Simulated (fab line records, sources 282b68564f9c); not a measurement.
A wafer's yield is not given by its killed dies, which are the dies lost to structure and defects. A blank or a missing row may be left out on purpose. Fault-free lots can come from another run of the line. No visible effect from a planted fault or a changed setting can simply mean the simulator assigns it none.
fab line records	flow rit-cmos
record: lots: 7	wafers: 21	last-day: 7
route steps=202 shown GATE@89 REOX@98 NLDD@103 PLDD@114 SPACER@125 M1@202
lots that met no fault: taken from a fault-free run of the same line
start-h: the number of hours between the record's first day and the start of the first shown wafer of the lot	wait-h: hours since the lot's step before	" same as the row above	L1.1+2: one row covering several wafers at once	- no value, or no start given	* or withheld: withheld	< > ~ a bound
route shown NAME@n: a module of which the file shows steps, and the number in the route of the first	usual: mean/standard deviation of fault-free wafers	same: alike in all rows	chamber/n: place in a boat	sites: readings site by site	_std_site: the values' standard deviation	_edge_site: mean of outer sites minus mean of inner sites	radius-mm: for every site, how far away it sits from the centre of the wafer	mask NAME#n: copy n	behind: the most recent tool/chamber to have shaped the wafer	hold: cause of the lot's hold/its duration in hours/its outcome	device: the transistor (n, p or np) that didn't switch	end of line: tests run on the same wafers once the route is complete	for a step that has no rows: nothing shown but its recipe	killed: count of dies lost to structure and defects at first sort (not the wafer's yield)	map: a wafer's dies, x killed, . not, _ none there
set.NAME: the setting as run; set.NAME@STEP: as run at that earlier step	model.NAME: the simulator's own value behind a step, which no gauge read
lots at selected steps of the route; one table per step, one row per wafer
services: from which hour (start-h, from the record's first day; less than 0 if before it) a tool's chamber was out of use, for how many hours, and why
== steps ==
step: RIT_GATE_EXPOSE_13
recipe: mask-id: M6	na: 0.6	source-shape: conventional	sigma-outer: 0.6	target-cd-nm: 150	dose-mj: 380
step: RIT_GATE_PEB_14
recipe: resist: NOVOLAK	temp-c: withheld	time-s: withheld
step: RIT_GATE_DEVELOP_15
recipe: resist: NOVOLAK	develop-time-s: 50	dev-temp-c: 23
step: RIT_GATE_CD_MEAS_16
recipe: target-cd-nm: 150
usual: cd-nm: 149.3/2.1
lot.wafer	tool	chamber	start-h	wait-h	cd-nm
L693.2	cd-sem-01	-	56.22	-	149.1
L693.3	"	-	"	"	150.1
L693.4	"	-	"	"	150.6
L694.3	cd-sem-01	-	60.73	-	148.4
L694.4	"	-	"	"	147.7
L694.6	"	-	"	"	147.6
L703.3	cd-sem-01	-	111.03	-	147.1
L703.4	"	-	"	"	146.1
L703.6	"	-	"	"	147.8
L704.4	cd-sem-02	-	115.08	-	152.1
L704.5	"	-	"	"	149.0
L704.6	"	-	"	"	151.3
L706.1	cd-sem-01	-	126.51	-	153.7
L706.2	"	-	"	"	152.9
L706.6	"	-	"	"	151.6
L707.3	cd-sem-01	-	137.45	-	147.1
L707.4	"	-	"	"	148.0
L707.6	"	-	"	"	148.0
L708.2	cd-sem-01	-	139.85	-	146.4
L708.4	"	-	"	"	147.2
L708.6	"	-	"	"	148.0
step: RIT_GATE_OVL_MEAS_17
usual: GATE_OVL: 0.7/1.3
lot.wafer	tool	chamber	start-h	wait-h	GATE_OVL[nm]
L693.2	overlay-01	-	56.32	0.1	0.0
L693.3	"	-	"	"	0.2
L693.4	"	-	"	"	1.4
L694.3	overlay-01	-	60.82	0.1	0.8
L694.4	"	-	"	"	-0.5
L694.6	"	-	"	"	-0.1
L703.3	overlay-01	-	111.12	0.1	-0.3
L703.4	"	-	"	"	1.1
L703.6	"	-	"	"	0.0
L704.4	overlay-01	-	115.16	0.1	0.4
L704.5	"	-	"	"	1.2
L704.6	"	-	"	"	1.2
L706.1	overlay-01	-	126.63	0.1	-1.1
L706.2	"	-	"	"	-1.0
L706.6	"	-	"	"	0.1
L707.3	overlay-02	-	137.54	0.1	0.1
L707.4	"	-	"	"	0.9
L707.6	"	-	"	"	1.0
L708.2	overlay-02	-	139.95	0.1	-0.5
L708.4	"	-	"	"	-2.0
L708.6	"	-	"	"	-2.3
step: RIT_GATE_HARDBAKE_18
recipe: resist: NOVOLAK	temp-c: 140	time-s: 60
step: RIT_GATE_ETCH_19
recipe: chemistry: SF6/CHF3/O2	time-s: 165	SF6_flow_sccm: 30	CHF3_flow_sccm: 30	O2_flow_sccm: 5	target: poly-Si	pressure-mtorr: 40	rf-w: 160	target-depth-a: 3125	over-etch-frac: 0.25	stop-on: SiO2
usual: SF6_flow_sccm: 29.99/0.097	drypump-motor-current-A: 5.4/0.35	oes-product-au: 0.847/0.013	throttle-valve-pct: 10.23/0.13
lot.wafer	tool	chamber	start-h	wait-h	SF6_flow_sccm	drypump-motor-current-A	oes-product-au	rf-hours-counter-h	throttle-valve-pct
L693.2	rie-si-02	2	56.50	0.1	29.97	5.7	0.838	111	10.11
L693.3	"	0	"	"	29.98	5.5	0.852	2	10.22
L693.4	"	1	"	"	29.91	5.9	0.839	29	10.19
L694.3	rie-si-01	1	61.00	0.1	29.91	5.5	0.861	149	10.50
L694.4	"	0	"	"	30.02	4.9	0.853	52	10.03
L694.6	"	2	"	"	30.07	5.8	0.842	-	10.29
L703.3	rie-si-02	0	111.37	0.1	29.92	5.5	0.868	2	10.21
L703.4	"	1	"	"	29.99	5.9	0.845	29	10.21
L703.6	"	0	"	"	30.07	5.5	0.860	-	10.19
L704.4	rie-si-01	0	115.38	0.1	30.23	4.9	0.860	-	10.02
L704.5	"	3	"	"	30.01	4.9	0.853	-	10.16
L704.6	"	2	"	"	30.07	5.8	0.845	-	10.30
L706.1	rie-si-01	0	126.91	0.1	29.85	4.9	0.843	52	10.03
L706.2	"	3	"	"	29.89	4.9	0.841	75	10.16
L706.6	"	3	"	"	29.93	4.9	0.833	-	10.16
L707.3	rie-si-02	1	137.71	0.1	29.92	5.9	0.840	29	10.20
L707.4	"	3	"	"	30.00	5.2	0.831	73	10.30
L707.6	"	2	"	"	30.04	5.7	0.845	-	10.10
L708.2	rie-si-01	1	140.13	0.1	29.94	5.5	0.831	0	10.48
L708.4	"	3	"	"	29.93	4.9	0.839	-	10.17
L708.6	"	1	"	"	29.93	5.5	0.830	-	10.49
step: RIT_GATE_STRIP_20
recipe: chemistry: O2	time-s: 180	resist: NOVOLAK	platen-temp-c: withheld	power-w: 500	pressure-mtorr: 4000	o2-flow-sccm: 4000
usual: drypump-motor-current-A: 5.27/0.24
lot.wafer	tool	chamber	start-h	wait-h	drypump-motor-current-A	rf-hours-counter-h
L693.2	plasma-asher-02	1	56.61	0.1	5.11	42
L693.3	"	1	"	"	5.11	-
L693.4	"	0	"	"	5.50	-
L694.3	plasma-asher-04	0	61.16	0.1	5.03	-
L694.4	"	1	"	"	4.94	-
L694.6	"	1	"	"	4.91	-
L703.3	plasma-asher-02	0	111.54	0.1	5.51	-
L703.4	"	1	"	"	5.10	-
L703.6	"	0	"	"	5.52	-
L704.4	plasma-asher-02	1	115.49	0.1	5.07	-
L704.5	"	0	"	"	5.52	-
L704.6	"	1	"	"	5.08	-
L706.1	plasma-asher-02	1	127.02	0.1	5.11	49
L706.2	"	0	"	"	5.53	49
L706.6	"	0	"	"	5.51	-
L707.3	plasma-asher-04	1	137.88	0.1	4.93	-
L707.4	"	0	"	"	5.06	-
L707.6	"	0	"	"	5.06	-
L708.2	plasma-asher-01	1	140.24	0.1	5.46	2
L708.4	"	1	"	"	5.48	-
L708.6	"	0	"	"	5.49	-
step: RIT_GATE_CD_MEAS_90
recipe: target-cd-nm: 150
usual: cd-nm: 149.3/2.1
lot.wafer	tool	chamber	start-h	wait-h	cd-nm
L693.2	cd-sem-01	-	56.81	0.1	149.1
L693.3	"	-	"	"	150.2
L693.4	"	-	"	"	150.6
L694.3	cd-sem-02	-	61.32	0.1	148.2
L694.4	"	-	"	"	147.8
L694.6	"	-	"	"	147.5
L703.3	cd-sem-01	-	111.69	0.1	147.1
L703.4	"	-	"	"	146.7
L703.6	"	-	"	"	147.7
L704.4	cd-sem-01	-	115.67	0.1	152.3
L704.5	"	-	"	"	149.1
L704.6	"	-	"	"	151.4
L706.1	cd-sem-02	-	127.19	0.1	153.8
L706.2	"	-	"	"	152.6
L706.6	"	-	"	"	151.6
L707.3	cd-sem-02	-	138.04	0.1	147.2
L707.4	"	-	"	"	148.2
L707.6	"	-	"	"	148.1
L708.2	cd-sem-02	-	140.44	0.1	146.7
L708.4	"	-	"	"	146.8
L708.6	"	-	"	"	148.1
step: RIT_REOX_CLEAN_00
recipe: chemistry: SC1	mix: 3:3:50	time-s: 600	temp-c: 75
step: RIT_REOX_CLEAN_01
recipe: chemistry: dHF	dilution: 50:1	time-s: 30
step: RIT_REOX_CLEAN_02
recipe: chemistry: SC2	mix: 3:3:50	time-s: 600	temp-c: 75	dry: n2-spin
step: RIT_REOX_OXIDATION_03
recipe: temp-c: 900	ambient: O2	target-thk-a: 252	ox-time-s: 5580
lot.wafer	tool	chamber	start-h	wait-h	model.SiO2_of_REOX_OXIDATION_03.thk-nm
L693.2	furnace-02	0	57.27	0.0	24.95
L693.3	"	0	"	"	25.55
L693.4	"	0	"	"	24.86
L694.3	furnace-04	0	61.77	0.0	23.81
L694.4	"	0	"	"	23.86
L694.6	"	0	"	"	23.54
L703.3	furnace-02	0	114.27	2.1	27.65
L703.4	"	0	"	"	27.66
L703.6	"	0	"	"	27.64
L704.4	furnace-02	0	116.82	0.7	28.21
L704.5	"	0	"	"	28.85
L704.6	"	0	"	"	28.66
L706.1	furnace-02	0	129.19	1.3	27.71
L706.2	"	0	"	"	27.51
L706.6	"	0	"	"	27.53
L707.3	furnace-04	0	139.44	0.9	24.52
L707.4	"	0	"	"	24.84
L707.6	"	0	"	"	25.09
L708.2	furnace-04	0	143.30	2.4	24.64
L708.4	"	0	"	"	24.75
L708.6	"	0	"	"	24.87
step: RIT_REOX_THK_MEAS_04
recipe: reads: SiO2_of_REOX_OXIDATION_03
usual: REOX_OXIDE_THK: 24.9/0.49
lot.wafer	tool	chamber	start-h	wait-h	REOX_OXIDE_THK[nm]
L693.2	film-metro-04	-	59.83	0.0	24.9
L693.3	"	-	"	"	25.5
L693.4	"	-	"	"	24.9
L694.3	film-metro-03	-	64.34	0.0	23.7
L694.4	"	-	"	"	23.8
L694.6	"	-	"	"	23.5
L703.3	film-metro-03	-	116.84	0.0	27.7
L703.4	"	-	"	"	27.7
L703.6	"	-	"	"	27.6
L704.4	film-metro-04	-	119.40	0.0	28.2
L704.5	"	-	"	"	28.9
L704.6	"	-	"	"	28.7
L706.1	film-metro-04	-	131.74	0.0	27.8
L706.2	"	-	"	"	27.5
L706.6	"	-	"	"	27.5
L707.3	film-metro-03	-	142.01	0.0	24.6
L707.4	"	-	"	"	24.8
L707.6	"	-	"	"	25.2
L708.2	film-metro-01	-	145.86	0.0	24.7
L708.4	"	-	"	"	24.8
L708.6	"	-	"	"	24.8
step: RIT_NLDD_HMDS_00
recipe: prime-time-s: 60	prime-temp-c: 140
step: RIT_NLDD_COAT_01
recipe: resist: NOVOLAK	spin-rpm: 3250	resist-thk-nm: 1000
step: RIT_NLDD_SOFTBAKE_02
recipe: resist: NOVOLAK	temp-c: 90	time-s: 60
step: RIT_NLDD_EXPOSE_03
recipe: mask-id: M7	na: 0.57	target-cd-nm: 40700	dose-mj: 250
step: RIT_NLDD_PEB_04
recipe: resist: NOVOLAK	temp-c: withheld	time-s: withheld
step: RIT_NLDD_DEVELOP_05
recipe: resist: NOVOLAK	develop-time-s: 50	dev-temp-c: 23
step: RIT_NLDD_OVL_MEAS_06
usual: NLDD_OVL: 0.2/1.6
lot.wafer	tool	chamber	start-h	wait-h	NLDD_OVL[nm]
L693.2	overlay-01	-	60.93	-	-1.2
L693.3	"	-	"	"	0.5
L693.4	"	-	"	"	-0.9
L694.3	overlay-01	-	65.49	-	3.6
L694.4	"	-	"	"	0.5
L694.6	"	-	"	"	1.4
L703.3	overlay-02	-	117.74	-	0.4
L703.4	"	-	"	"	-1.8
L703.6	"	-	"	"	-0.8
L704.4	overlay-01	-	120.30	-	0.4
L704.5	"	-	"	"	-0.3
L704.6	"	-	"	"	-1.1
L706.1	overlay-01	-	132.65	-	2.6
L706.2	"	-	"	"	0.9
L706.6	"	-	"	"	1.1
L707.3	overlay-01	-	143.04	-	-0.7
L707.4	"	-	"	"	-1.1
L707.6	"	-	"	"	1.6
L708.2	overlay-01	-	146.77	-	-2.5
L708.4	"	-	"	"	-1.7
L708.6	"	-	"	"	-1.9
step: RIT_NLDD_HARDBAKE_07
recipe: resist: NOVOLAK	temp-c: 140	time-s: 60
step: RIT_NLDD_IMPLANT_08
recipe: species: P	energy-kev: 20	dose-cm2: 5e+14	tilt-deg: 7
step: RIT_NLDD_STRIP_09
recipe: chemistry: O2	time-s: 180	resist: NOVOLAK	platen-temp-c: withheld	power-w: 500	pressure-mtorr: 4000	o2-flow-sccm: 4000
usual: drypump-motor-current-A: 5.6/0.33
lot.wafer	tool	chamber	start-h	wait-h	drypump-motor-current-A	rf-hours-counter-h
L693.2	plasma-asher-02	0	61.26	0.1	5.5	43
L693.3	"	1	"	"	5.1	-
L693.4	"	0	"	"	5.5	-
L694.3	plasma-asher-02	1	65.87	0.1	5.1	-
L694.4	"	0	"	"	5.5	-
L694.6	"	0	"	"	5.5	-
L703.3	plasma-asher-02	0	118.12	0.1	5.5	-
L703.4	"	1	"	"	5.1	-
L703.6	"	0	"	"	5.5	-
L704.4	plasma-asher-01	1	120.67	0.1	5.4	-
L704.5	"	1	"	"	5.4	-
L704.6	"	0	"	"	5.5	-
L706.1	plasma-asher-01	0	132.98	0.1	5.5	2
L706.2	"	1	"	"	5.5	2
L706.6	"	0	"	"	5.4	-
L707.3	plasma-asher-03	1	143.42	0.1	5.7	-
L707.4	"	0	"	"	6.2	-
L707.6	"	1	"	"	5.7	-
L708.2	plasma-asher-03	0	147.10	0.1	6.2	37
L708.4	"	0	"	"	6.2	-
L708.6	"	1	"	"	5.7	-
step: RIT_NLDD_TW_MEAS_10
usual: NLDD_TW: 2515/19
lot.wafer	tool	chamber	start-h	wait-h	NLDD_TW
L693.2	film-metro-04	-	61.45	0.1	2524
L693.3	"	-	"	"	2523
L693.4	"	-	"	"	2520
L694.3	film-metro-04	-	66.01	0.1	2522
L694.4	"	-	"	"	2516
L694.6	"	-	"	"	2532
L703.3	film-metro-02	-	118.26	0.1	2499
L703.4	"	-	"	"	2504
L703.6	"	-	"	"	2511
L704.4	film-metro-02	-	120.82	0.1	2498
L704.5	"	-	"	"	2481
L704.6	"	-	"	"	2480
L706.1	film-metro-04	-	133.16	0.1	2487
L706.2	"	-	"	"	2508
L706.6	"	-	"	"	2488
L707.3	film-metro-01	-	143.55	0.1	2539
L707.4	"	-	"	"	2522
L707.6	"	-	"	"	2526
L708.2	film-metro-04	-	147.28	0.1	2512
L708.4	"	-	"	"	2517
L708.6	"	-	"	"	2536
step: RIT_PLDD_HMDS_00
recipe: prime-time-s: 60	prime-temp-c: 140
step: RIT_PLDD_COAT_01
recipe: resist: NOVOLAK	spin-rpm: 3250	resist-thk-nm: 1000
step: RIT_PLDD_SOFTBAKE_02
recipe: resist: NOVOLAK	temp-c: 90	time-s: 60
step: RIT_PLDD_EXPOSE_03
recipe: mask-id: M8	na: 0.57	target-cd-nm: 40900	dose-mj: 250
step: RIT_PLDD_PEB_04
recipe: resist: NOVOLAK	temp-c: withheld	time-s: withheld
step: RIT_PLDD_DEVELOP_05
recipe: resist: NOVOLAK	develop-time-s: 50	dev-temp-c: 23
step: RIT_PLDD_OVL_MEAS_06
usual: PLDD_OVL: 0.0/1.3
lot.wafer	tool	chamber	start-h	wait-h	PLDD_OVL[nm]
L693.2	overlay-02	-	62.37	-	1.5
L693.3	"	-	"	"	-0.5
L693.4	"	-	"	"	0.2
L694.3	overlay-02	-	67.03	-	-1.2
L694.4	"	-	"	"	-1.5
L694.6	"	-	"	"	1.1
L703.3	overlay-01	-	119.16	-	-4.3
L703.4	"	-	"	"	0.1
L703.6	"	-	"	"	-0.4
L704.4	overlay-01	-	121.84	-	-1.7
L704.5	"	-	"	"	-1.7
L704.6	"	-	"	"	-2.0
L706.1	overlay-02	-	134.31	-	-0.9
L706.2	"	-	"	"	-1.5
L706.6	"	-	"	"	-1.4
L707.3	overlay-02	-	144.58	-	1.7
L707.4	"	-	"	"	2.9
L707.6	"	-	"	"	2.0
L708.2	overlay-01	-	148.31	-	-2.5
L708.4	"	-	"	"	-1.2
L708.6	"	-	"	"	0.2
step: RIT_PLDD_HARDBAKE_07
recipe: resist: NOVOLAK	temp-c: 140	time-s: 60
step: RIT_PLDD_IMPLANT_08
recipe: species: BF2	energy-kev: 20	dose-cm2: 9e+14	tilt-deg: 7
step: RIT_PLDD_STRIP_09
recipe: chemistry: O2	time-s: 180	resist: NOVOLAK	platen-temp-c: withheld	power-w: 500	pressure-mtorr: 4000	o2-flow-sccm: 4000
usual: drypump-motor-current-A: 5.6/0.43
lot.wafer	tool	chamber	start-h	wait-h	drypump-motor-current-A	rf-hours-counter-h
L693.2	plasma-asher-03	1	62.70	0.1	5.7	28
L693.3	"	0	"	"	6.1	-
L693.4	"	1	"	"	5.8	-
L694.3	plasma-asher-04	0	67.42	0.1	5.1	-
L694.4	"	1	"	"	4.9	-
L694.6	"	1	"	"	5.0	-
L703.3	plasma-asher-03	1	119.54	0.1	5.7	-
L703.4	"	0	"	"	6.2	-
L703.6	"	1	"	"	5.7	-
L704.4	plasma-asher-04	1	122.22	0.1	4.9	-
L704.5	"	1	"	"	4.9	-
L704.6	"	0	"	"	5.1	-
L706.1	plasma-asher-03	0	134.65	0.1	6.2	36
L706.2	"	1	"	"	5.7	36
L706.6	"	1	"	"	5.8	-
L707.3	plasma-asher-03	1	144.96	0.1	5.8	-
L707.4	"	0	"	"	6.2	-
L707.6	"	0	"	"	6.2	-
L708.2	plasma-asher-04	0	148.64	0.1	5.1	50
L708.4	"	1	"	"	4.9	-
L708.6	"	0	"	"	5.0	-
step: RIT_PLDD_TW_MEAS_10
usual: PLDD_TW: 2371/23
lot.wafer	tool	chamber	start-h	wait-h	PLDD_TW
L693.2	film-metro-01	-	62.88	0.1	2402
L693.3	"	-	"	"	2390
L693.4	"	-	"	"	2401
L694.3	film-metro-01	-	67.55	0.1	2389
L694.4	"	-	"	"	2388
L694.6	"	-	"	"	2391
L703.3	film-metro-02	-	119.68	0.1	2349
L703.4	"	-	"	"	2345
L703.6	"	-	"	"	2348
L704.4	film-metro-02	-	122.37	0.1	2343
L704.5	"	-	"	"	2349
L704.6	"	-	"	"	2347
L706.1	film-metro-01	-	134.82	0.1	2380
L706.2	"	-	"	"	2375
L706.6	"	-	"	"	2390
L707.3	film-metro-02	-	145.10	0.1	2347
L707.4	"	-	"	"	2344
L707.6	"	-	"	"	2357
L708.2	film-metro-01	-	148.83	0.1	2393
L708.4	"	-	"	"	2419
L708.6	"	-	"	"	2395
step: RIT_SPACER_CLEAN_00
recipe: chemistry: SC1	mix: 3:3:50	time-s: 600	temp-c: 75
usual: temp-c: 74.97/0.12
lot.wafer	tool	chamber	start-h	wait-h	temp-c	model.SiO2_of_REOX_OXIDATION_03.thk-nm
L693.2	wet-bench-03	0	62.93	0.0	75.01	23.02
L693.3	"	0	"	"	74.81	23.57
L693.4	"	0	"	"	75.11	22.94
L694.3	wet-bench-02	3	67.59	0.0	74.92	21.97
L694.4	"	3	"	"	74.98	22.01
L694.6	"	3	"	"	75.14	21.72
L703.3	wet-bench-03	2	119.72	0.0	74.95	25.51
L703.4	"	2	"	"	74.85	25.53
L703.6	"	2	"	"	74.92	25.51
L704.4	wet-bench-01	2	122.40	0.0	75.05	26.01
L704.5	"	2	"	"	75.02	26.61
L704.6	"	2	"	"	74.94	26.43
L706.1	wet-bench-03	1	134.88	0.1	75.09	25.57
L706.2	"	1	"	"	75.05	25.37
L706.6	"	1	"	"	74.97	25.4
L707.3	wet-bench-01	1	145.14	0.0	74.65	22.62
L707.4	"	1	"	"	74.88	22.92
L707.6	"	1	"	"	74.90	23.16
L708.2	wet-bench-03	0	148.88	0.0	75.10	22.72
L708.4	"	0	"	"	75.13	22.84
L708.6	"	0	"	"	75.04	22.94
step: RIT_SPACER_CLEAN_01
recipe: chemistry: dHF	dilution: 50:1	time-s: 30
step: RIT_M1_PROBE_99
usual: killed-at-contacts: 0.1/0.31	killed-at-front-end: 7.1/2.8	killed-dies: 7.2/2.8	killed-open: 3.5/2	killed-short: 3.7/1.9
same: gross-dies: 264	killed_at_M0_to_M3: 0	killed_at_M4_up: 0	killed-at-back-side: 0	killed-at-other: 0
lot.wafer	tool	chamber	start-h	wait-h	killed-at-contacts	killed-at-front-end	killed-dies	killed-open	killed-short	model.etest.pmos-turned.r-on-ohm-um	model.etest.pmos_0p3.r-on-ohm-um	model.etest.pmos_0p15.r-on-ohm-um	model.etest.pldd.rs-ohm-sq	model.etest.nmos_0p15.r-on-ohm-um	model.etest.nmos_0p3.r-on-ohm-um	model.etest.nldd.rs-ohm-sq	model.etest.pldd.line-ohm-um
L693.2	prober-01	-	76.54	0.1	0	8	8	3	5	3368	6168	2713	520.8	1058	2091	364.1	166.6
L693.3	prober-01	-	76.59	0.2	0	8	8	6	2	3570	6398	2844	547.9	1118	2149	376.4	177.1
L693.4	prober-01	-	76.64	0.2	0	8	8	4	4	3506	6416	2822	513.6	1124	2154	360.9	161
L694.3	prober-02	-	81.41	0.2	0	11	11	5	6	3146	6070	2581	437.2	1086	2131	358.1	139.2
L694.4	prober-02	-	81.46	0.2	0	9	9	4	5	3147	6056	2556	442.6	1068	2092	360.2	138.6
L694.6	prober-02	-	81.56	0.2	1	8	9	6	3	3108	6024	2558	428.1	1060	2101	350.5	139.7
L703.3	prober-01	-	135.61	0.2	0	9	9	2	7	3907	6559	2999	698.1	1151	2185	412.4	217.6
L703.4	prober-01	-	135.66	0.2	0	9	9	5	4	3923	6704	3037	696.3	1153	2217	413.1	218.6
L703.6	prober-01	-	135.76	0.2	0	17	17	6	11	3920	6736	3035	685.7	1142	2209	407.1	215.9
L704.4	prober-02	-	138.63	0.2	0	16	16	9	7	4071	6777	3164	686.7	1290	2345	472.4	216.1
L704.5	prober-02	-	138.68	0.2	0	8	8	3	4	4221	6761	3194	749.5	1278	2325	498.2	237.2
L704.6	prober-02	-	138.73	0.2	0	7	7	4	3	4206	6823	3230	732.3	1301	2333	487.9	231.9
L706.1	prober-02	-	149.00	0.1	1	3	4	4	0	3790	6474	3018	637.4	1197	2222	413.5	201
L706.2	prober-02	-	149.05	0.1	0	6	6	5	1	3701	6247	2950	617.1	1185	2212	412.8	194.4
L706.6	prober-02	-	149.25	0.2	0	6	6	0	6	3662	6362	2961	620.1	1157	2203	408.5	194.7
L707.3	prober-01	-	159.27	0.2	0	7	7	3	4	3290	6195	2665	478	1127	2184	371.6	151.6
L707.4	prober-01	-	159.32	0.2	0	8	8	4	4	3330	6122	2693	491.1	1133	2192	380.8	156.6
L707.6	prober-01	-	159.42	0.2	0	3	3	2	1	3360	6249	2744	504.8	1157	2202	389.8	160.2
L708.2	prober-02	-	163.72	0.1	0	8	8	4	4	3275	6265	2672	469.6	1056	2119	345.2	148.6
L708.4	prober-02	-	163.82	0.2	0	5	5	3	2	3341	6431	2716	480.1	1079	2162	344.5	150.8
L708.6	prober-02	-	163.92	0.2	0	12	12	6	6	3411	6406	2762	486.8	1088	2178	346.4	154.4
killed by level:class
L693.2 FOX2:geometric-particle:open=2 GATE:geometric-particle:short=2 REOX:geometric-particle:short=2 FOX2:geometric-particle:short=1 SPACER:geometric-particle:open=1
L693.3 FOX1:geometric-particle:open=2 GATE:geometric-particle:open=2 FOX1:geometric-particle:short=1 FOX2:geometric-particle:short=1 SPACER:geometric-particle:open=1 SILICIDE:geometric-particle:open=1
L693.4 FOX1:geometric-particle:open=2 FOX1:geometric-particle:short=2 GATE:geometric-particle:short=1 REOX:geometric-particle:open=1 SPACER:geometric-particle:open=1 SILICIDE:geometric-particle:short=1
L694.3 GATE:geometric-particle:short=4 GATE:geometric-particle:open=2 SPACER:geometric-particle:open=2 FOX1:geometric-particle:short=1 FOX2:geometric-particle:open=1 SILICIDE:geometric-particle:short=1
L694.4 REOX:geometric-particle:short=3 REOX:geometric-particle:open=2 SILICIDE:geometric-particle:short=2 FOX2:geometric-particle:open=1 SILICIDE:geometric-particle:open=1
L694.6 GATE:geometric-particle:open=2 REOX:geometric-particle:open=2 FOX1:geometric-particle:open=1 FOX2:geometric-particle:open=1 GATE:geometric-particle:short=1 REOX:geometric-particle:short=1 CONTACT:geometric-particle:short=1
L703.3 GATE:geometric-particle:short=3 SPACER:geometric-particle:short=2 FOX1:geometric-particle:short=1 REOX:geometric-particle:open=1 REOX:geometric-particle:short=1 SPACER:geometric-particle:open=1
L703.4 GATE:geometric-particle:open=4 GATE:geometric-particle:short=2 FOX1:geometric-particle:short=1 REOX:geometric-particle:short=1 SILICIDE:geometric-particle:open=1
L703.6 GATE:geometric-particle:short=4 SILICIDE:geometric-particle:short=3 GATE:geometric-particle:open=2 FOX2:geometric-particle:open=2 REOX:geometric-particle:short=2 FOX1:geometric-particle:open=1 FOX1:geometric-particle:short=1 SPACER:geometric-particle:short=1
L704.4 SPACER:geometric-particle:open=5 SILICIDE:geometric-particle:short=4 GATE:geometric-particle:short=2 SILICIDE:geometric-particle:open=2 FOX1:geometric-particle:open=1 GATE:geometric-particle:open=1 SPACER:geometric-particle:short=1
L704.5 GATE:geometric-particle:short=2 REOX:geometric-particle:open=2 REOX:geometric-particle:short=1 SPACER:geometric-particle:open=1 SPACER:geometric-particle:short=1 ACTIVE:coat-microbubble-printed=1
L704.6 GATE:geometric-particle:open=2 GATE:geometric-particle:short=2 FOX2:geometric-particle:open=1 REOX:geometric-particle:open=1 SPACER:geometric-particle:short=1
L706.1 GATE:geometric-particle:open=3 CONTACT:geometric-particle:open=1
L706.2 SPACER:geometric-particle:open=2 FOX1:geometric-particle:open=1 FOX2:geometric-particle:open=1 GATE:geometric-particle:short=1 REOX:geometric-particle:open=1
L706.6 FOX1:geometric-particle:short=2 SPACER:geometric-particle:short=2 GATE:geometric-particle:short=1 REOX:geometric-particle:short=1
L707.3 FOX1:geometric-particle:short=2 GATE:geometric-particle:open=2 GATE:geometric-particle:short=2 REOX:geometric-particle:open=1
L707.4 GATE:geometric-particle:open=4 GATE:geometric-particle:short=3 REOX:geometric-particle:short=1
L707.6 FOX1:geometric-particle:open=2 GATE:geometric-particle:short=1
L708.2 SPACER:geometric-particle:short=3 GATE:geometric-particle:open=2 FOX2:geometric-particle:short=1 REOX:geometric-particle:open=1 SPACER:geometric-particle:open=1
L708.4 FOX1:geometric-particle:short=1 FOX2:geometric-particle:open=1 GATE:geometric-particle:open=1 REOX:geometric-particle:short=1 SPACER:geometric-particle:open=1
L708.6 FOX2:geometric-particle:short=2 GATE:geometric-particle:open=2 GATE:geometric-particle:short=2 REOX:geometric-particle:open=2 SPACER:geometric-particle:short=2 SPACER:geometric-particle:open=2
== services ==
tool	chamber	start-h	hours	kind
rie-si-01	-	69.51	0.6	repair
plasma-asher-01	-	87.05	0.5	repair
plasma-asher-01	-	108.75	9.0	pm
plasma-asher-01	0	108.75	9.0	vent-cycle
plasma-asher-01	1	108.75	9.0	vent-cycle
rie-si-01	1	113.01	-	clean
rie-si-01	1	113.01	15.0	scheduled-down
rie-si-01	1	113.01	15.0	vent-cycle
plasma-asher-01	0	117.75	-	clean
plasma-asher-01	1	117.75	-	clean
plasma-asher-02	-	119.68	1.4	repair
wet-bench-01	-	123.79	3.6	repair
rie-si-01	0	137.03	6.4	repair
furnace-02	-	142.15	2.7	pm
furnace-02	-	144.88	3.5	pm
== key ==
first-sign: step: RIT_REOX_THK_MEAS_04	reading: REOX_OXIDE_THK	direction: up	sigmas: 6.2	usual: 24.9	struck: 27.9
effect none on later readings
model-effect: step: RIT_REOX_OXIDATION_03	value: SiO2_of_REOX_OXIDATION_03.thk-nm	without: 25.4	struck: 27.94
model-effect: step: RIT_SPACER_CLEAN_00	value: SiO2_of_REOX_OXIDATION_03.thk-nm	without: 23.43	struck: 25.77
model-effect: step: RIT_M1_PROBE_99	value: etest.pmos-turned.r-on-ohm-um	without: 3488	struck: 3933
met-at RIT_REOX_OXIDATION_03
struck-wafers L703.3,L703.4,L703.6,L704.4,L704.5,L704.6,L706.1,L706.2,L706.6
tester-left-out L703,L704,L706
also-fits RIT_GATE_STRIP_20:plasma-asher-02
fault: kind: process-parameter-drift	tool: furnace-02	chamber: -	onset-h: 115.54	steps: RIT_REOX_OXIDATION_03	channel: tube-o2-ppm	offset: 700	shape: step	end-h: 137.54
tester-left-out: of these lots the tester's yield and bins aren't shown, on N5 and GAA mostly nor the transistor test; their killed dies are dies lost to structure and defects alone, not to doping, threshold or leakage, so they don't give the yield
